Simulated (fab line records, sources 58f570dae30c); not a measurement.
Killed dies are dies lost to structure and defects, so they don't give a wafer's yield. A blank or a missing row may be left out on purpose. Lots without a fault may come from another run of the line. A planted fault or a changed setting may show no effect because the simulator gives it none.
fab line records | flow berkeley_cmos170
record lots=5 wafers=15 last_day=13
route steps=331 shown V2@296 M3@309
lots that met no fault: from a run of the same line without faults
start_h: hours from the record's first day to the start of the lot's first wafer shown | wait_h: hours since the lot's step before | " the same as in the row above | L1.1+2: a row that stands for several wafers | - no value, or no start given | * or withheld: withheld | < > ~ a bound
route shown NAME@n: a module of which the file shows steps, and the number in the route of the first | usual: mean/standard deviation of fault-free wafers | same: alike in all rows | chamber/n: place in a boat | sites: the reading at each site | _std_site: their standard deviation | _edge_site: outer sites' mean less inner sites' | radius_mm: how far each site lies from the wafer's centre | mask NAME#n: copy n | behind: the tool/chamber that last shaped the wafer | hold: why the lot was held/for how many hours/how that ended | device: the transistor (n, p or np) that didn't switch | end of line: the same wafers' tests at the end of the route | a step without rows: its recipe alone | killed: dies lost to structure and defects at the first sort, not the wafer's yield | map: a wafer's dies, x killed, . not, _ none there
set.NAME: the setting as run; set.NAME@STEP: as run at that earlier step | model.NAME: the simulator's own value behind a step, which no gauge read
lots at some steps of the route; a table a step, a row a wafer
services: from which hour (start_h, from the record's first day; less than 0 if before it) a tool's chamber was out of use, for how many hours, and why
## steps
# step UCB170_V2_THK_MEAS_04
# recipe reads=SiO2_of_V2_CVD_00
# usual V2_POLISHED_THK=1000.0/1.1
# columns lot.wafer tool chamber start_h wait_h V2_POLISHED_THK[nm]
L075.2 film_metro-04 - 190.54 0.1 999.4
L075.4 " - " " 998.8
L075.6 " - " " 1000.0
L077.2 film_metro-03 - 197.10 0.1 1000.9
L077.4 " - " " 1001.0
L077.6 " - " " 1000.5
L089.4 film_metro-03 - 274.16 0.1 1000.6
L089.5 " - " " 999.2
L089.6 " - " " 999.6
L092.2 film_metro-04 - 295.61 0.1 1000.2
L092.4 " - " " 1000.9
L092.6 " - " " 1000.1
L096.1 film_metro-03 - 307.00 0.1 998.9
L096.3 " - " " 998.9
L096.5 " - " " 1000.4
# step UCB170_V2_CLEAN_05
# recipe chemistry=DIW
# columns lot.wafer tool chamber start_h wait_h
L075.2+4+6 wet_bench-04 1 190.59 0.0
L077.2+4+6 wet_bench-02 2 197.15 0.0
L089.4+5+6 wet_bench-02 1 274.48 0.3
L092.2+4+6 wet_bench-02 1 295.66 0.0
L096.1+3+5 wet_bench-02 3 307.06 0.1
# step UCB170_V2_HMDS_06
# recipe prime_time_s=60 prime_temp_c=100
# columns lot.wafer tool chamber start_h wait_h
L075.2+4+6 litho_track-04 0 190.81 0.1
L077.2+4+6 litho_track-02 0 198.46 1.1
L089.4+5+6 litho_track-03 0 274.73 0.1
L092.2+4+6 litho_track-04 0 296.38 0.5
L096.1+3+5 litho_track-03 0 307.35 0.1
# step UCB170_V2_COAT_07
# recipe resist=KrF spin_rpm=1500 resist_thk_nm=900
# columns lot.wafer tool chamber start_h wait_h
L075.2+4+6 litho_track-04 0 190.96 0.1
L077.2+4+6 litho_track-02 0 198.61 0.1
L089.4+5+6 litho_track-03 0 274.88 0.1
L092.2+4+6 litho_track-04 0 296.53 0.1
L096.1+3+5 litho_track-03 0 307.50 0.1
# step UCB170_V2_SOFTBAKE_08
# recipe resist=KrF temp_c=130 time_s=60
# columns lot.wafer tool chamber start_h wait_h
L075.2+4+6 litho_track-04 0 191.11 0.1
L077.2+4+6 litho_track-02 0 198.76 0.1
L089.4+5+6 litho_track-03 0 275.03 0.1
L092.2+4+6 litho_track-04 0 296.68 0.1
L096.1+3+5 litho_track-03 0 307.65 0.1
# step UCB170_V2_EXPOSE_09
# recipe mask_id=VIA2 target_cd_nm=700 na=0.5 sigma_outer=0.6 source_shape=conventional dose_mj=37
# usual stage_vel_mm_s=499.94/0.23
# same na=0.5
# columns lot.wafer tool chamber start_h wait_h mask stage_vel_mm_s
L075.2 krf_scanner-01 0 191.38 0.2 VIA2#0 499.98
L075.4 " 0 " " VIA2#0 500.09
L075.6 " 0 " " VIA2#0 499.96
L077.2 krf_scanner-01 0 198.92 0.1 VIA2#0 499.98
L077.4 " 0 " " VIA2#0 500.04
L077.6 " 0 " " VIA2#0 499.57
L089.4 krf_scanner-01 0 275.29 0.2 VIA2#0 499.71
L089.5 " 0 " " VIA2#0 500.09
L089.6 " 0 " " VIA2#0 499.99
L092.2 krf_scanner-01 0 296.95 0.2 VIA2#0 500.08
L092.4 " 0 " " VIA2#0 499.81
L092.6 " 0 " " VIA2#0 499.89
L096.1 krf_scanner-01 0 307.94 0.3 VIA2#0 500.05
L096.3 " 0 " " VIA2#0 500.10
L096.5 " 0 " " VIA2#0 500.19
# step UCB170_V2_PEB_10
# recipe peb_temp_c=130 peb_time_s=withheld resist=KrF
# columns lot.wafer tool chamber start_h wait_h
L075.2+4+6 litho_track-04 0 191.81 0.4
L077.2+4+6 litho_track-04 0 199.88 0.9
L089.4+5+6 litho_track-02 0 275.53 0.2
L092.2+4+6 litho_track-04 0 298.00 1.0
L096.1+3+5 litho_track-02 0 308.30 0.3
# step UCB170_V2_DEVELOP_11
# recipe developer=TMAH develop_time_s=45 resist=KrF dev_temp_c=21
# same develop_time_s=45
# columns lot.wafer tool chamber start_h wait_h
L075.2+4+6 litho_track-04 0 - -
L077.2+4+6 litho_track-04 0 - -
L089.4+5+6 litho_track-02 0 - -
L092.2+4+6 litho_track-04 0 - -
L096.1+3+5 litho_track-02 0 - -
# step UCB170_V2_CD_MEAS_12
# recipe target_cd_nm=700
# usual cd_nm=699.8/1.3
# columns lot.wafer tool chamber start_h wait_h cd_nm
L075.2 cd_sem-02 - 192.21 - 699.1
L075.4 " - " " 700.3
L075.6 " - " " 699.8
L077.2 cd_sem-01 - 200.15 - 700.0
L077.4 " - " " 699.3
L077.6 " - " " 700.8
L089.4 cd_sem-01 - 275.79 - 701.5
L089.5 " - " " 700.6
L089.6 " - " " 700.0
L092.2 cd_sem-01 - 298.27 - 698.8
L092.4 " - " " 700.3
L092.6 " - " " 699.7
L096.1 cd_sem-01 - 308.58 - 698.4
L096.3 " - " " 698.7
L096.5 " - " " 699.6
# step UCB170_V2_OVL_MEAS_13
# usual V2_OVL=1/5.3
# columns lot.wafer tool chamber start_h wait_h V2_OVL[nm]
L075.2 overlay-02 - 192.31 0.1 6
L075.4 " - " " 0
L075.6 " - " " 0
L077.2 overlay-01 - 200.25 0.1 -6
L077.4 " - " " 1
L077.6 " - " " 5
L089.4 overlay-02 - 275.87 0.1 -4
L089.5 " - " " 1
L089.6 " - " " 0
L092.2 overlay-02 - 298.38 0.1 8
L092.4 " - " " 2
L092.6 " - " " 6
L096.1 overlay-01 - 308.70 0.1 3
L096.3 " - " " 4
L096.5 " - " " 7
# step UCB170_V2_ETCH_14
# recipe chemistry=CHF3/CF4/Ar target=SiO2 stop_on=Al CHF3_flow_sccm=45 cf4_flow_sccm=15 Ar_flow_sccm=150 pressure_mtorr=200 rf_w=700 target_depth_a=12500 over_etch_frac=0.25 time_s=291
# usual drypump_motor_current_A=5.8/0.47 oes_product_au=0.868/0.013 throttle_valve_pct=6.93/0.11
# columns lot.wafer tool chamber start_h wait_h drypump_motor_current_A oes_product_au rf_hours_counter_h throttle_valve_pct
L075.2 rie_diel-03 1 192.34 0.0 5.9 0.851 85 6.83
L075.4 " 0 " " 5.2 0.851 13 6.98
L075.6 " 1 " " 5.8 0.847 - 6.83
L077.2 rie_diel-04 1 200.28 0.0 5.8 0.876 117 7.12
L077.4 " 0 " " 4.9 0.869 51 6.95
L077.6 " 3 " " 5.6 0.853 - 7.11
L089.4 rie_diel-03 2 275.89 0.0 6.2 0.852 133 6.93
L089.5 " 3 " " 5.5 0.881 - 6.92
L089.6 " 2 " " 6.2 0.863 - 6.93
L092.2 rie_diel-04 3 298.41 0.0 5.6 0.857 7 7.12
L092.4 " 0 " " 4.9 0.875 55 6.93
L092.6 " 3 " " 5.6 0.856 - 7.11
L096.1 rie_diel-02 1 308.73 0.0 6.2 0.877 53 6.87
L096.3 " 0 " " 6.3 0.879 12 6.88
L096.5 " 2 " " 5.9 0.864 - 6.68
# step UCB170_V2_STRIP_15
# recipe chemistry=O2 power_w=400 pressure_mtorr=3500 platen_temp_c=withheld o2_flow_sccm=400 overash_fraction=0.5
# usual drypump_motor_current_A=5.9/0.6 oes_product_au=0.722/0.0047 strip_time_to_endpoint_s=15.31/0.094
# columns lot.wafer tool chamber start_h wait_h drypump_motor_current_A oes_product_au rf_hours_counter_h strip_time_to_endpoint_s
L075.2 plasma_asher-04 0 192.52 0.1 5.6 0.725 8 15.24
L075.4 " 0 " " 5.6 0.719 - 15.37
L075.6 " 1 " " 5.4 0.725 - 15.23
L077.2 plasma_asher-02 1 200.46 0.1 6.4 0.722 47 15.31
L077.4 " 0 " " 5.1 0.717 - 15.30
L077.6 " 0 " " 5.1 0.722 - 15.17
L089.4 plasma_asher-03 1 276.10 0.1 5.7 0.718 - 15.31
L089.5 " 1 " " 5.7 0.722 - 15.21
L089.6 " 0 " " 6.6 0.724 - 15.29
L092.2 plasma_asher-03 1 298.59 0.1 5.7 0.713 50 15.25
L092.4 " 1 " " 5.7 0.720 - 15.32
L092.6 " 1 " " 5.7 0.724 - 15.26
L096.1 plasma_asher-02 0 308.91 0.1 5.1 0.725 60 15.32
L096.3 " 1 " " 6.4 0.721 - 15.31
L096.5 " 0 " " 5.1 0.730 - 15.51
# step UCB170_V2_CD_MEAS_90
# recipe target_cd_nm=700
# usual cd_nm=699.7/1.4
# columns lot.wafer tool chamber start_h wait_h cd_nm
L075.2 cd_sem-02 - 192.93 0.4 697.9
L075.4 " - " " 699.7
L075.6 " - " " 699.1
L077.2 cd_sem-01 - 200.58 0.1 700.4
L077.4 " - " " 699.2
L077.6 " - " " 701.3
L089.4 cd_sem-01 - 276.23 0.1 700.2
L089.5 " - " " 699.7
L089.6 " - " " 699.2
L092.2 cd_sem-01 - 298.71 0.1 699.0
L092.4 " - " " 701.0
L092.6 " - " " 700.1
L096.1 cd_sem-01 - 309.01 0.1 699.2
L096.3 " - " " 698.5
L096.5 " - " " 700.3
# step UCB170_M3_PRE_CLEAN_00
# recipe gas=Ar preclean_etch_time_s=60
# columns lot.wafer tool chamber start_h wait_h
L075.2+4+6 pvd_sputter-03 - 193.03 0.1
L077.2+4+6 pvd_sputter-03 - 200.68 0.1
L089.4+5+6 pvd_sputter-03 - 276.29 0.0
L092.2+4+6 pvd_sputter-01 - 298.81 0.1
L096.1+3+5 pvd_sputter-03 - 309.13 0.1
# step UCB170_M3_SPUTTER_01
# recipe material=Al target_thk_nm=900 time_s=120 power_w=6000 chamber_pressure_pa=0.5
# usual throttle_valve_pct=30.3/0.8
# columns lot.wafer tool chamber start_h wait_h throttle_valve_pct
L075.2 pvd_sputter-03 - 193.09 0.0 28.8
L075.4 " - " " 31.5
L075.6 " - " " 31.4
L077.2 pvd_sputter-03 - 200.75 0.0 30.6
L077.4 " - " " 28.6
L077.6 " - " " 30.7
L089.4 pvd_sputter-03 - 276.36 0.0 31.5
L089.5 " - " " 31.6
L089.6 " - " " 30.4
L092.2 pvd_sputter-01 - 298.87 0.0 29.9
L092.4 " - " " 31.2
L092.6 " - " " 30.3
L096.1 pvd_sputter-03 - 309.20 0.0 28.8
L096.3 " - " " 29.8
L096.5 " - " " 28.8
# step UCB170_M3_RS_MEAS_02
# recipe thk_meas_gauge=four-point-probe reads=Al_of_M3_SPUTTER_01
# usual M3_AL_RS=0.0323/0.00034
# columns lot.wafer tool chamber start_h wait_h M3_AL_RS[ohm/sq]
L075.2 film_metro-02 - 193.20 0.1 0.0319
L075.4 " - " " 0.0318
L075.6 " - " " 0.0319
L077.2 film_metro-01 - 200.85 0.1 0.0321
L077.4 " - " " 0.0322
L077.6 " - " " 0.0320
L089.4 film_metro-03 - 276.50 0.1 0.0322
L089.5 " - " " 0.0320
L089.6 " - " " 0.0325
L092.2 film_metro-03 - 298.98 0.1 0.0326
L092.4 " - " " 0.0326
L092.6 " - " " 0.0327
L096.1 film_metro-03 - 309.28 0.0 0.0325
L096.3 " - " " 0.0325
L096.5 " - " " 0.0323
# step UCB170_M3_THK_MEAS_03
# recipe thk_meas_gauge=xrf reads=Al_of_M3_SPUTTER_01
# usual M3_AL_THK=904/9.5
# columns lot.wafer tool chamber start_h wait_h M3_AL_THK[nm]
L075.2 film_metro-02 - 193.31 0.1 913
L075.4 " - " " 917
L075.6 " - " " 915
L077.2 film_metro-01 - 200.96 0.1 910
L077.4 " - " " 908
L077.6 " - " " 909
L089.4 film_metro-03 - 276.59 0.1 901
L089.5 " - " " 905
L089.6 " - " " 891
L092.2 film_metro-03 - 299.09 0.1 896
L092.4 " - " " 892
L092.6 " - " " 894
L096.1 film_metro-03 - 309.40 0.1 902
L096.3 " - " " 899
L096.5 " - " " 900
# step UCB170_M3_HMDS_04
# recipe prime_time_s=60 prime_temp_c=100
# columns lot.wafer tool chamber start_h wait_h
L075.2+4+6 litho_track-03 0 193.38 0.1
L077.2+4+6 litho_track-02 0 201.36 0.4
L089.4+5+6 litho_track-02 0 276.69 0.1
L092.2+4+6 litho_track-03 0 300.47 1.4
L096.1+3+5 litho_track-02 0 309.58 0.2
# step UCB170_M3_COAT_05
# recipe resist=KrF spin_rpm=1520 resist_thk_nm=900
# columns lot.wafer tool chamber start_h wait_h
L075.2+4+6 litho_track-03 0 193.53 0.1
L077.2+4+6 litho_track-02 0 201.51 0.1
L089.4+5+6 litho_track-02 0 276.84 0.1
L092.2+4+6 litho_track-03 0 300.62 0.1
L096.1+3+5 litho_track-02 0 309.73 0.1
# step UCB170_M3_SOFTBAKE_06
# recipe resist=KrF temp_c=130 time_s=60
# columns lot.wafer tool chamber start_h wait_h
L075.2+4+6 litho_track-03 0 193.68 0.1
L077.2+4+6 litho_track-02 0 201.66 0.1
L089.4+5+6 litho_track-02 0 276.99 0.1
L092.2+4+6 litho_track-03 0 300.77 0.1
L096.1+3+5 litho_track-02 0 309.88 0.1
## services
# columns tool chamber start_h hours kind
rie_diel-03 1 169.21 18.1 repair
rie_diel-03 - 183.87 0.2 repair
rie_diel-03 3 193.82 6.9 repair
rie_diel-03 0 200.15 27.7 repair
plasma_asher-03 - 202.20 9.1 repair
krf_scanner-01 - 213.39 1.3 pm
pvd_sputter-03 - 221.47 2.7 repair
rie_diel-04 - 235.16 2.8 pm
krf_scanner-01 - 240.60 1.0 pm
plasma_asher-04 - 245.85 2.8 pm
krf_scanner-01 - 248.92 4.0 pm
rie_diel-02 2 254.73 3.5 repair
krf_scanner-01 - 264.58 3.6 pm
krf_scanner-01 - 268.14 0.8 pm
plasma_asher-04 - 271.70 0.5 repair
rie_diel-03 2 286.77 - clean
rie_diel-03 2 286.77 20.3 scheduled_down
rie_diel-03 2 286.77 20.3 vent_cycle
rie_diel-02 2 287.24 - clean
rie_diel-02 2 287.24 17.5 scheduled_down
rie_diel-02 2 287.24 17.5 vent_cycle
rie_diel-03 1 298.97 9.7 repair
## key
fault none
